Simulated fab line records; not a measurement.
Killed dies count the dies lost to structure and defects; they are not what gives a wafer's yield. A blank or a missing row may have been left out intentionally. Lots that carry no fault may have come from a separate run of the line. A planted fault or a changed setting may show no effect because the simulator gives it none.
fab line records    flow ritCmos
record lots=16  wafers=48  lastDay=7
route steps=202 shown NWELL@31
lots that met no fault: from a run of the same line without faults
startH: the number of hours between the record's first day and the start of the first shown wafer of the lot    waitH: how many hours have passed since the lot's step before this one    " identical to the entry in the row above    L1.1+2: one row covering several wafers at once    - value missing, or start not given    * or withheld: withheld    < > ~ a bound
route shown NAME@n: NAME is a module with steps in the file, n the number in the route of the first one    usual: mean/standard deviation of fault-free wafers    same: alike in all rows    chamber/n: place in a boat    sites: each site's reading    _std_site: how widely they spread, as a standard deviation    _edge_site: mean of outer sites minus mean of inner sites    radiusMm: how far each site lies from the wafer's centre    mask NAME#n: copy n    behind: the last tool/chamber to shape the wafer    hold: why the lot went on hold/how many hours it stayed there/how the hold came to an end    device: transistor that didn't switch, given as n, p or np    end of line: the tests these same wafers got at the end of their route    a step without rows: its recipe alone    killed: dies lost to structure and defects at the first sort, not the wafer's yield    map: dies across one wafer; x = killed, . = not, _ = none there
set.NAME: the setting as run; set.NAME@STEP: as run at that earlier step    model.NAME: the simulator's own value behind a step, which no gauge read
one table for each step of the route and one row for each wafer, over a sample of lots
services: a tool's chamber out of use, with start hour (startH, from the record's first day; less than 0 if before it), hours out, and reason
## steps
# step RIT_NWELL_EXPOSE_03
# recipe maskId=M2  na=0.57  targetCdNm=43900  doseMj=250
lot.wafer   tool             chamber  startH  waitH  mask
L346.1+2+3  ilineStepper-01  0        21.34   0.1    M2#0
L347.2+3+4  ilineStepper-02  0        25.09   0.2    M2#0
L348.1+2+5  ilineStepper-02  0        31.52   0.1    M2#0
L349.1+2+6  ilineStepper-02  0        36.31   0.1    M2#0
L350.1+4+5  ilineStepper-02  0        40.82   0.1    M2#0
L351.1+3+4  ilineStepper-01  0        46.29   0.2    M2#0
L353.1+3+4  ilineStepper-01  0        55.98   0.1    M2#0
L354.1+3+6  ilineStepper-02  0        60.42   0.2    M2#0
L355.1+4+5  ilineStepper-01  0        65.68   0.3    M2#0
L356.1+3+5  ilineStepper-02  0        69.95   0.2    M2#0
L357.1+4+5  ilineStepper-02  0        74.82   0.1    M2#0
L358.1+3+4  ilineStepper-02  0        80.18   0.1    M2#0
L359.2+4+5  ilineStepper-01  0        84.92   0.2    M2#0
L363.2+3+6  ilineStepper-02  0        105.14  0.2    M2#0
L364.2+4+5  ilineStepper-02  0        109.87  0.1    M2#0
L367.2+3+4  ilineStepper-01  0        124.86  0.2    M2#0
# step RIT_NWELL_OVL_MEAS_06
# usual NWELL_OVL=-0.3/1.4
lot.wafer  tool        chamber  startH  waitH  NWELL_OVL[nm]
L346.1     overlay-01  -        21.77   -      0.5
L346.2     "           -        "       "      2.4
L346.3     "           -        "       "      1.1
L347.2     overlay-01  -        25.50   -      -1.3
L347.3     "           -        "       "      -0.3
L347.4     "           -        "       "      -1.1
L348.1     overlay-02  -        31.95   -      -0.4
L348.2     "           -        "       "      -1.5
L348.5     "           -        "       "      -0.6
L349.1     overlay-02  -        36.74   -      -0.8
L349.2     "           -        "       "      -0.3
L349.6     "           -        "       "      0.1
L350.1     overlay-02  -        41.25   -      -2.7
L350.4     "           -        "       "      -1.1
L350.5     "           -        "       "      -2.3
L351.1     overlay-01  -        46.72   -      -1.1
L351.3     "           -        "       "      0.0
L351.4     "           -        "       "      -0.8
L353.1     overlay-01  -        56.41   -      2.2
L353.3     "           -        "       "      0.3
L353.4     "           -        "       "      1.9
L354.1     overlay-02  -        60.85   -      1.7
L354.3     "           -        "       "      0.8
L354.6     "           -        "       "      0.7
L355.1     overlay-01  -        66.11   -      -0.8
L355.4     "           -        "       "      -1.2
L355.5     "           -        "       "      -0.4
L356.1     overlay-02  -        70.38   -      3.4
L356.3     "           -        "       "      1.2
L356.5     "           -        "       "      1.7
L357.1     overlay-01  -        75.25   -      -150.3
L357.4     "           -        "       "      -150.0
L357.5     "           -        "       "      -150.2
L358.1     overlay-01  -        80.61   -      -148.9
L358.3     "           -        "       "      -148.5
L358.4     "           -        "       "      -148.7
L359.2     overlay-02  -        85.34   -      -2.6
L359.4     "           -        "       "      -1.3
L359.5     "           -        "       "      -2.8
L363.2     overlay-01  -        105.56  -      -150.7
L363.3     "           -        "       "      -150.5
L363.6     "           -        "       "      -149.2
L364.2     overlay-01  -        110.28  -      -149.4
L364.4     "           -        "       "      -148.4
L364.5     "           -        "       "      -149.6
L367.2     overlay-02  -        125.27  -      -0.8
L367.3     "           -        "       "      -0.9
L367.4     "           -        "       "      -0.7
## services
tool             chamber  startH  hours  kind
ilineStepper-01  -        73.18   1.7    pm
ilineStepper-02  -        98.88   1.7    pm
## key
firstSign step=RIT_NWELL_OVL_MEAS_06  reading=NWELL_OVL  direction=down  sigmas=99+  usual=-0.3  struck=-149.5
effect none on later readings
metAt RIT_NWELL_EXPOSE_03
struckLots L357,L358,L363,L364
testerLeftOut L357,L358,L363,L364
onsetBetween 69.95 74.82
fault kind=scannerMatchingOverlay  tool=ilineStepper-02  chamber=-  onsetH=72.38  steps=RIT_NWELL_EXPOSE_03  offset=-150
# testerLeftOut: of these lots the tester's yield and bins aren't shown, on N5 and GAA mostly nor the transistor test; their killed dies are dies lost to structure and defects alone, not to doping, threshold or leakage, so they don't give the yield
